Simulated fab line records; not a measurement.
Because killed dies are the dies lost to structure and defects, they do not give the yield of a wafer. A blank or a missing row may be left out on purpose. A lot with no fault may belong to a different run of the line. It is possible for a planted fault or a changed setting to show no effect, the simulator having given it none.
fab line records / flow rit_cmos
record lots=6 wafers=18 last_day=7
route steps=202 shown NWELL@36 PWELL@39 M1@202
lots with no fault: from the same line, run without faults
start_h: the number of hours between the record's first day and the start of the first shown wafer of the lot / wait_h: hours from the lot's prior step to this one / " as in the row above / L1.1+2: several wafers, shown together as one row / - no value present, or no start provided / * or withheld: withheld / < > ~ a bound
route shown NAME@n: NAME is a module with steps in the file, n the number in the route of the first one / usual: mean/standard deviation of fault-free wafers / same: alike in all rows / chamber/n: place in a boat / sites: per-site readings / _std_site: their standard deviation / _edge_site: outer sites' mean less inner sites' / radius_mm: how far each site lies from the wafer's centre / mask NAME#n: copy n / behind: the most recent tool/chamber to have shaped the wafer / hold: reason for holding the lot/hours on hold/outcome of the hold / device: which transistor (n, p or np) failed to switch / end of line: at the end of the route, the tests of the same wafers / a step with no rows: only its recipe / killed: the dies lost at the first sort to structure and to defects; this is not the yield of the wafer / map: shows each die of a wafer: x if killed, . if not, _ if none is there
set.NAME: the setting as run; set.NAME@STEP: as run at that earlier step / model.NAME: the simulator's own value behind a step, which no gauge read
a table for each step, a row for each wafer; lots at some steps of the route
services: a tool's chamber out of use, with start hour (start_h, from the record's first day; less than 0 if before it), hours out, and reason
## steps
# step RIT_NWELL_IMPLANT_08
# recipe species=P energy_kev=170 dose_cm2=4.898e+13 tilt_deg=7
# step RIT_NWELL_STRIP_09
# recipe chemistry=O2 time_s=180 resist=NOVOLAK platen_temp_c=withheld power_w=500 pressure_mtorr=4000 o2_flow_sccm=4000
# usual drypump_motor_current_A=5.9/0.41 o2_flow_sccm=4000/11
lot.wafer=L980.4 tool=plasma_asher-02 chamber=1 start_h=64.02 wait_h=0.1 drypump_motor_current_A=5.4 o2_flow_sccm=3988 rf_hours_counter_h=-
lot.wafer=L980.5 tool=plasma_asher-02 chamber=0 start_h=64.02 wait_h=0.1 drypump_motor_current_A=6.0 o2_flow_sccm=4017 rf_hours_counter_h=-
lot.wafer=L980.6 tool=plasma_asher-02 chamber=1 start_h=64.02 wait_h=0.1 drypump_motor_current_A=5.4 o2_flow_sccm=3993 rf_hours_counter_h=-
lot.wafer=L982.1 tool=plasma_asher-04 chamber=0 start_h=73.18 wait_h=0.1 drypump_motor_current_A=6.2 o2_flow_sccm=3992 rf_hours_counter_h=25
lot.wafer=L982.5 tool=plasma_asher-04 chamber=0 start_h=73.18 wait_h=0.1 drypump_motor_current_A=6.2 o2_flow_sccm=3997 rf_hours_counter_h=-
lot.wafer=L982.6 tool=plasma_asher-04 chamber=1 start_h=73.18 wait_h=0.1 drypump_motor_current_A=5.5 o2_flow_sccm=4015 rf_hours_counter_h=-
lot.wafer=L986.2 tool=plasma_asher-04 chamber=0 start_h=96.45 wait_h=0.1 drypump_motor_current_A=6.2 o2_flow_sccm=3991 rf_hours_counter_h=28
lot.wafer=L986.3 tool=plasma_asher-04 chamber=0 start_h=96.45 wait_h=0.1 drypump_motor_current_A=6.2 o2_flow_sccm=3998 rf_hours_counter_h=-
lot.wafer=L986.4 tool=plasma_asher-04 chamber=1 start_h=96.45 wait_h=0.1 drypump_motor_current_A=5.5 o2_flow_sccm=3997 rf_hours_counter_h=-
lot.wafer=L988.2 tool=plasma_asher-01 chamber=1 start_h=105.94 wait_h=0.1 drypump_motor_current_A=6.5 o2_flow_sccm=4008 rf_hours_counter_h=49
lot.wafer=L988.4 tool=plasma_asher-01 chamber=0 start_h=105.94 wait_h=0.1 drypump_motor_current_A=5.4 o2_flow_sccm=3995 rf_hours_counter_h=-
lot.wafer=L988.6 tool=plasma_asher-01 chamber=0 start_h=105.94 wait_h=0.1 drypump_motor_current_A=5.5 o2_flow_sccm=4003 rf_hours_counter_h=-
lot.wafer=L990.1 tool=plasma_asher-04 chamber=1 start_h=115.28 wait_h=0.1 drypump_motor_current_A=5.5 o2_flow_sccm=3990 rf_hours_counter_h=32
lot.wafer=L990.3 tool=plasma_asher-04 chamber=0 start_h=115.28 wait_h=0.1 drypump_motor_current_A=6.2 o2_flow_sccm=4002 rf_hours_counter_h=-
lot.wafer=L990.4 tool=plasma_asher-04 chamber=1 start_h=115.28 wait_h=0.1 drypump_motor_current_A=5.5 o2_flow_sccm=3995 rf_hours_counter_h=-
lot.wafer=L991.2 tool=plasma_asher-04 chamber=1 start_h=118.94 wait_h=0.1 drypump_motor_current_A=5.5 o2_flow_sccm=4018 rf_hours_counter_h=33
lot.wafer=L991.4 tool=plasma_asher-04 chamber=0 start_h=118.94 wait_h=0.1 drypump_motor_current_A=6.2 o2_flow_sccm=3991 rf_hours_counter_h=-
lot.wafer=L991.6 tool=plasma_asher-04 chamber=0 start_h=118.94 wait_h=0.1 drypump_motor_current_A=6.2 o2_flow_sccm=3990 rf_hours_counter_h=-
# step RIT_NWELL_TW_MEAS_10
# usual NWELL_TW=2113/22
lot.wafer=L980.4 tool=film_metro-01 chamber=- start_h=64.17 wait_h=0.1 NWELL_TW=2105
lot.wafer=L980.5 tool=film_metro-01 chamber=- start_h=64.17 wait_h=0.1 NWELL_TW=2104
lot.wafer=L980.6 tool=film_metro-01 chamber=- start_h=64.17 wait_h=0.1 NWELL_TW=2113
lot.wafer=L982.1 tool=film_metro-04 chamber=- start_h=73.36 wait_h=0.1 NWELL_TW=2145
lot.wafer=L982.5 tool=film_metro-04 chamber=- start_h=73.36 wait_h=0.1 NWELL_TW=2145
lot.wafer=L982.6 tool=film_metro-04 chamber=- start_h=73.36 wait_h=0.1 NWELL_TW=2137
lot.wafer=L986.2 tool=film_metro-03 chamber=- start_h=96.63 wait_h=0.1 NWELL_TW=2099
lot.wafer=L986.3 tool=film_metro-03 chamber=- start_h=96.63 wait_h=0.1 NWELL_TW=2106
lot.wafer=L986.4 tool=film_metro-03 chamber=- start_h=96.63 wait_h=0.1 NWELL_TW=2099
lot.wafer=L988.2 tool=film_metro-03 chamber=- start_h=106.12 wait_h=0.1 NWELL_TW=2092
lot.wafer=L988.4 tool=film_metro-03 chamber=- start_h=106.12 wait_h=0.1 NWELL_TW=2097
lot.wafer=L988.6 tool=film_metro-03 chamber=- start_h=106.12 wait_h=0.1 NWELL_TW=2100
lot.wafer=L990.1 tool=film_metro-04 chamber=- start_h=115.45 wait_h=0.1 NWELL_TW=2129
lot.wafer=L990.3 tool=film_metro-04 chamber=- start_h=115.45 wait_h=0.1 NWELL_TW=2129
lot.wafer=L990.4 tool=film_metro-04 chamber=- start_h=115.45 wait_h=0.1 NWELL_TW=2124
lot.wafer=L991.2 tool=film_metro-01 chamber=- start_h=119.12 wait_h=0.1 NWELL_TW=2126
lot.wafer=L991.4 tool=film_metro-01 chamber=- start_h=119.12 wait_h=0.1 NWELL_TW=2130
lot.wafer=L991.6 tool=film_metro-01 chamber=- start_h=119.12 wait_h=0.1 NWELL_TW=2123
# step RIT_PWELL_HMDS_00
# recipe prime_time_s=60 prime_temp_c=140
# step RIT_PWELL_COAT_01
# recipe resist=NOVOLAK spin_rpm=2000 resist_thk_nm=1300
# step RIT_PWELL_SOFTBAKE_02
# recipe resist=NOVOLAK temp_c=90 time_s=60
# step RIT_PWELL_EXPOSE_03
# recipe mask_id=M3 na=0.57 target_cd_nm=43700 dose_mj=250
# step RIT_PWELL_PEB_04
# recipe resist=NOVOLAK temp_c=withheld time_s=withheld
# step RIT_PWELL_DEVELOP_05
# recipe resist=NOVOLAK develop_time_s=68 dev_temp_c=23
# step RIT_PWELL_OVL_MEAS_06
# usual PWELL_OVL=-1.3/1.4
lot.wafer=L980.4 tool=overlay-01 chamber=- start_h=65.26 wait_h=- PWELL_OVL[nm]=-3.1
lot.wafer=L980.5 tool=overlay-01 chamber=- start_h=65.26 wait_h=- PWELL_OVL[nm]=-1.3
lot.wafer=L980.6 tool=overlay-01 chamber=- start_h=65.26 wait_h=- PWELL_OVL[nm]=-0.9
lot.wafer=L982.1 tool=overlay-01 chamber=- start_h=74.42 wait_h=- PWELL_OVL[nm]=-0.2
lot.wafer=L982.5 tool=overlay-01 chamber=- start_h=74.42 wait_h=- PWELL_OVL[nm]=0.1
lot.wafer=L982.6 tool=overlay-01 chamber=- start_h=74.42 wait_h=- PWELL_OVL[nm]=-0.9
lot.wafer=L986.2 tool=overlay-01 chamber=- start_h=97.92 wait_h=- PWELL_OVL[nm]=-1.2
lot.wafer=L986.3 tool=overlay-01 chamber=- start_h=97.92 wait_h=- PWELL_OVL[nm]=0.7
lot.wafer=L986.4 tool=overlay-01 chamber=- start_h=97.92 wait_h=- PWELL_OVL[nm]=-1.2
lot.wafer=L988.2 tool=overlay-02 chamber=- start_h=107.18 wait_h=- PWELL_OVL[nm]=-1.1
lot.wafer=L988.4 tool=overlay-02 chamber=- start_h=107.18 wait_h=- PWELL_OVL[nm]=-2.6
lot.wafer=L988.6 tool=overlay-02 chamber=- start_h=107.18 wait_h=- PWELL_OVL[nm]=-2.1
lot.wafer=L990.1 tool=overlay-01 chamber=- start_h=116.44 wait_h=- PWELL_OVL[nm]=-1.4
lot.wafer=L990.3 tool=overlay-01 chamber=- start_h=116.44 wait_h=- PWELL_OVL[nm]=-0.3
lot.wafer=L990.4 tool=overlay-01 chamber=- start_h=116.44 wait_h=- PWELL_OVL[nm]=-2.0
lot.wafer=L991.2 tool=overlay-02 chamber=- start_h=120.06 wait_h=- PWELL_OVL[nm]=0.3
lot.wafer=L991.4 tool=overlay-02 chamber=- start_h=120.06 wait_h=- PWELL_OVL[nm]=-1.0
lot.wafer=L991.6 tool=overlay-02 chamber=- start_h=120.06 wait_h=- PWELL_OVL[nm]=-1.9
# step RIT_PWELL_HARDBAKE_07
# recipe resist=NOVOLAK temp_c=140 time_s=120
# step RIT_PWELL_IMPLANT_08
# recipe species=B energy_kev=170 dose_cm2=7e+13 tilt_deg=7
# step RIT_PWELL_STRIP_09
# recipe chemistry=O2 time_s=180 resist=NOVOLAK platen_temp_c=withheld power_w=500 pressure_mtorr=4000 o2_flow_sccm=4000
# usual drypump_motor_current_A=5.79/0.28 o2_flow_sccm=4001/12
lot.wafer=L980.4 tool=plasma_asher-02 chamber=0 start_h=65.89 wait_h=0.1 drypump_motor_current_A=6.00 o2_flow_sccm=3993 rf_hours_counter_h=-
lot.wafer=L980.5 tool=plasma_asher-02 chamber=1 start_h=65.89 wait_h=0.1 drypump_motor_current_A=5.41 o2_flow_sccm=4001 rf_hours_counter_h=-
lot.wafer=L980.6 tool=plasma_asher-02 chamber=0 start_h=65.89 wait_h=0.1 drypump_motor_current_A=6.02 o2_flow_sccm=3992 rf_hours_counter_h=-
lot.wafer=L982.1 tool=plasma_asher-03 chamber=1 start_h=74.86 wait_h=0.1 drypump_motor_current_A=5.64 o2_flow_sccm=4007 rf_hours_counter_h=44
lot.wafer=L982.5 tool=plasma_asher-03 chamber=1 start_h=74.86 wait_h=0.1 drypump_motor_current_A=5.63 o2_flow_sccm=3998 rf_hours_counter_h=-
lot.wafer=L982.6 tool=plasma_asher-03 chamber=0 start_h=74.86 wait_h=0.1 drypump_motor_current_A=5.90 o2_flow_sccm=4013 rf_hours_counter_h=-
lot.wafer=L986.2 tool=plasma_asher-04 chamber=0 start_h=98.35 wait_h=0.1 drypump_motor_current_A=6.17 o2_flow_sccm=4025 rf_hours_counter_h=29
lot.wafer=L986.3 tool=plasma_asher-04 chamber=0 start_h=98.35 wait_h=0.1 drypump_motor_current_A=6.18 o2_flow_sccm=4026 rf_hours_counter_h=-
lot.wafer=L986.4 tool=plasma_asher-04 chamber=1 start_h=98.35 wait_h=0.1 drypump_motor_current_A=5.49 o2_flow_sccm=4013 rf_hours_counter_h=-
lot.wafer=L988.2 tool=plasma_asher-03 chamber=1 start_h=107.80 wait_h=0.1 drypump_motor_current_A=5.62 o2_flow_sccm=3197 rf_hours_counter_h=47
lot.wafer=L988.4 tool=plasma_asher-03 chamber=0 start_h=107.80 wait_h=0.1 drypump_motor_current_A=5.87 o2_flow_sccm=3217 rf_hours_counter_h=-
lot.wafer=L988.6 tool=plasma_asher-03 chamber=1 start_h=107.80 wait_h=0.1 drypump_motor_current_A=5.64 o2_flow_sccm=3185 rf_hours_counter_h=-
lot.wafer=L990.1 tool=plasma_asher-04 chamber=1 start_h=116.88 wait_h=0.1 drypump_motor_current_A=5.48 o2_flow_sccm=3982 rf_hours_counter_h=32
lot.wafer=L990.3 tool=plasma_asher-04 chamber=0 start_h=116.88 wait_h=0.1 drypump_motor_current_A=6.16 o2_flow_sccm=4008 rf_hours_counter_h=-
lot.wafer=L990.4 tool=plasma_asher-04 chamber=1 start_h=116.88 wait_h=0.1 drypump_motor_current_A=5.48 o2_flow_sccm=3989 rf_hours_counter_h=-
lot.wafer=L991.2 tool=plasma_asher-03 chamber=1 start_h=120.49 wait_h=0.1 drypump_motor_current_A=5.66 o2_flow_sccm=3185 rf_hours_counter_h=49
lot.wafer=L991.4 tool=plasma_asher-03 chamber=0 start_h=120.49 wait_h=0.1 drypump_motor_current_A=5.82 o2_flow_sccm=3213 rf_hours_counter_h=-
lot.wafer=L991.6 tool=plasma_asher-03 chamber=0 start_h=120.49 wait_h=0.1 drypump_motor_current_A=5.84 o2_flow_sccm=3215 rf_hours_counter_h=-
# step RIT_PWELL_TW_MEAS_10
# usual PWELL_TW=945/9.8
lot.wafer=L980.4 tool=film_metro-01 chamber=- start_h=66.04 wait_h=0.1 PWELL_TW=938
lot.wafer=L980.5 tool=film_metro-01 chamber=- start_h=66.04 wait_h=0.1 PWELL_TW=943
lot.wafer=L980.6 tool=film_metro-01 chamber=- start_h=66.04 wait_h=0.1 PWELL_TW=938
lot.wafer=L982.1 tool=film_metro-01 chamber=- start_h=75.03 wait_h=0.1 PWELL_TW=943
lot.wafer=L982.5 tool=film_metro-01 chamber=- start_h=75.03 wait_h=0.1 PWELL_TW=952
lot.wafer=L982.6 tool=film_metro-01 chamber=- start_h=75.03 wait_h=0.1 PWELL_TW=948
lot.wafer=L986.2 tool=film_metro-03 chamber=- start_h=98.53 wait_h=0.1 PWELL_TW=939
lot.wafer=L986.3 tool=film_metro-03 chamber=- start_h=98.53 wait_h=0.1 PWELL_TW=943
lot.wafer=L986.4 tool=film_metro-03 chamber=- start_h=98.53 wait_h=0.1 PWELL_TW=938
lot.wafer=L988.2 tool=film_metro-01 chamber=- start_h=107.99 wait_h=0.1 PWELL_TW=947
lot.wafer=L988.4 tool=film_metro-01 chamber=- start_h=107.99 wait_h=0.1 PWELL_TW=950
lot.wafer=L988.6 tool=film_metro-01 chamber=- start_h=107.99 wait_h=0.1 PWELL_TW=955
lot.wafer=L990.1 tool=film_metro-03 chamber=- start_h=117.05 wait_h=0.1 PWELL_TW=932
lot.wafer=L990.3 tool=film_metro-03 chamber=- start_h=117.05 wait_h=0.1 PWELL_TW=942
lot.wafer=L990.4 tool=film_metro-03 chamber=- start_h=117.05 wait_h=0.1 PWELL_TW=940
lot.wafer=L991.2 tool=film_metro-01 chamber=- start_h=120.67 wait_h=0.1 PWELL_TW=946
lot.wafer=L991.4 tool=film_metro-01 chamber=- start_h=120.67 wait_h=0.1 PWELL_TW=950
lot.wafer=L991.6 tool=film_metro-01 chamber=- start_h=120.67 wait_h=0.1 PWELL_TW=952
# step RIT_M1_PROBE_99
# usual killed_at_M0_to_M3=0.0/0.2 killed_at_contacts=0.0/0.2 killed_at_front_end=6.8/2.9 killed_dies=6.8/2.9 killed_open=3.3/1.9 killed_short=3.5/2
# same gross_dies=264 killed_at_M4_up=0 killed_at_back_side=0 killed_at_other=0
lot.wafer=L986.2 tool=prober-01 chamber=- start_h=143.81 wait_h=0.1 killed_at_M0_to_M3=0 killed_at_contacts=0 killed_at_front_end=7 killed_dies=7 killed_open=3 killed_short=4
lot.wafer=L986.3 tool=prober-01 chamber=- start_h=143.86 wait_h=0.2 killed_at_M0_to_M3=0 killed_at_contacts=0 killed_at_front_end=4 killed_dies=4 killed_open=3 killed_short=0
lot.wafer=L986.4 tool=prober-01 chamber=- start_h=143.91 wait_h=0.2 killed_at_M0_to_M3=0 killed_at_contacts=1 killed_at_front_end=4 killed_dies=5 killed_open=2 killed_short=3
lot.wafer=L988.2 tool=prober-01 chamber=- start_h=147.07 wait_h=0.1 killed_at_M0_to_M3=0 killed_at_contacts=0 killed_at_front_end=4 killed_dies=4 killed_open=0 killed_short=4
lot.wafer=L988.4 tool=prober-01 chamber=- start_h=147.17 wait_h=0.2 killed_at_M0_to_M3=0 killed_at_contacts=0 killed_at_front_end=5 killed_dies=5 killed_open=3 killed_short=2
lot.wafer=L988.6 tool=prober-01 chamber=- start_h=147.27 wait_h=0.2 killed_at_M0_to_M3=0 killed_at_contacts=0 killed_at_front_end=9 killed_dies=9 killed_open=5 killed_short=4
lot.wafer=L990.1 tool=prober-01 chamber=- start_h=155.62 wait_h=0.1 killed_at_M0_to_M3=0 killed_at_contacts=0 killed_at_front_end=12 killed_dies=12 killed_open=6 killed_short=6
lot.wafer=L990.3 tool=prober-01 chamber=- start_h=155.72 wait_h=0.2 killed_at_M0_to_M3=0 killed_at_contacts=0 killed_at_front_end=6 killed_dies=6 killed_open=4 killed_short=2
lot.wafer=L990.4 tool=prober-01 chamber=- start_h=155.77 wait_h=0.2 killed_at_M0_to_M3=0 killed_at_contacts=0 killed_at_front_end=7 killed_dies=7 killed_open=1 killed_short=6
# killed by level:class
L986.2 FOX1:geometric_particle:short=2 FOX1:geometric_particle:open=1 GATE:geometric_particle:open=1 REOX:geometric_particle:open=1 SPACER:geometric_particle:short=1 SILICIDE:geometric_particle:short=1
L986.3 GATE:geometric_particle:open=2 SPACER:geometric_particle:open=1 NWELL:coat_microbubble_printed=1
L986.4 FOX1:geometric_particle:short=2 FOX1:geometric_particle:open=1 REOX:geometric_particle:short=1 CONTACT:geometric_particle:open=1
L988.2 FOX2:geometric_particle:short=1 GATE:geometric_particle:short=1 SPACER:geometric_particle:short=1 SILICIDE:geometric_particle:short=1
L988.4 FOX1:geometric_particle:short=1 FOX1:geometric_particle:open=1 GATE:geometric_particle:open=1 SPACER:geometric_particle:short=1 SILICIDE:geometric_particle:open=1
L988.6 SPACER:geometric_particle:open=2 FOX1:geometric_particle:open=1 FOX2:geometric_particle:short=1 REOX:geometric_particle:open=1 SPACER:geometric_particle:short=1 SILICIDE:geometric_particle:open=1 SILICIDE:geometric_particle:short=1 STARTING-WAFER:geometric_particle:short=1
L990.1 GATE:geometric_particle:short=4 GATE:geometric_particle:open=3 FOX1:geometric_particle:open=1 FOX1:geometric_particle:short=1 FOX2:geometric_particle:open=1 SPACER:geometric_particle:short=1 SILICIDE:geometric_particle:open=1
L990.3 SPACER:geometric_particle:open=2 FOX1:geometric_particle:open=1 GATE:geometric_particle:short=1 GATE:geometric_particle:open=1 SILICIDE:geometric_particle:short=1
L990.4 GATE:geometric_particle:short=3 SILICIDE:geometric_particle:short=2 FOX2:geometric_particle:open=1 SPACER:geometric_particle:short=1
## services
tool=plasma_asher-02 chamber=- start_h=72.88 hours=49.5 kind=pm
tool=plasma_asher-03 chamber=- start_h=91.42 hours=15.0 kind=pm
tool=plasma_asher-01 chamber=- start_h=106.39 hours=14.1 kind=pm
tool=plasma_asher-01 chamber=- start_h=120.52 hours=9.0 kind=pm
tool=plasma_asher-01 chamber=0 start_h=120.52 hours=9.0 kind=vent_cycle
tool=plasma_asher-01 chamber=1 start_h=120.52 hours=9.0 kind=vent_cycle
## key
first_sign step=RIT_PWELL_STRIP_09 reading=o2_flow_sccm direction=down sigmas=65 usual=4001 struck=3202
effect none on later readings
met_at RIT_PWELL_STRIP_09
struck_wafers L988.2,L988.4,L988.6,L991.2,L991.4,L991.6
tester_left_out L988,L991
onset_between 74.86 107.80
fault kind=process_parameter_drift tool=plasma_asher-03 chamber=- onset_h=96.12 steps=RIT_PWELL_STRIP_09 channel=o2_flow_sccm offset=-800 shape=step end_h=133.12 acts_in=these_recipes_only stated=4000
# tester_left_out: of these lots the tester's yield and bins aren't shown, on N5 and GAA mostly nor the transistor test; their killed dies are dies lost to structure and defects alone, not to doping, threshold or leakage, so they don't give the yield
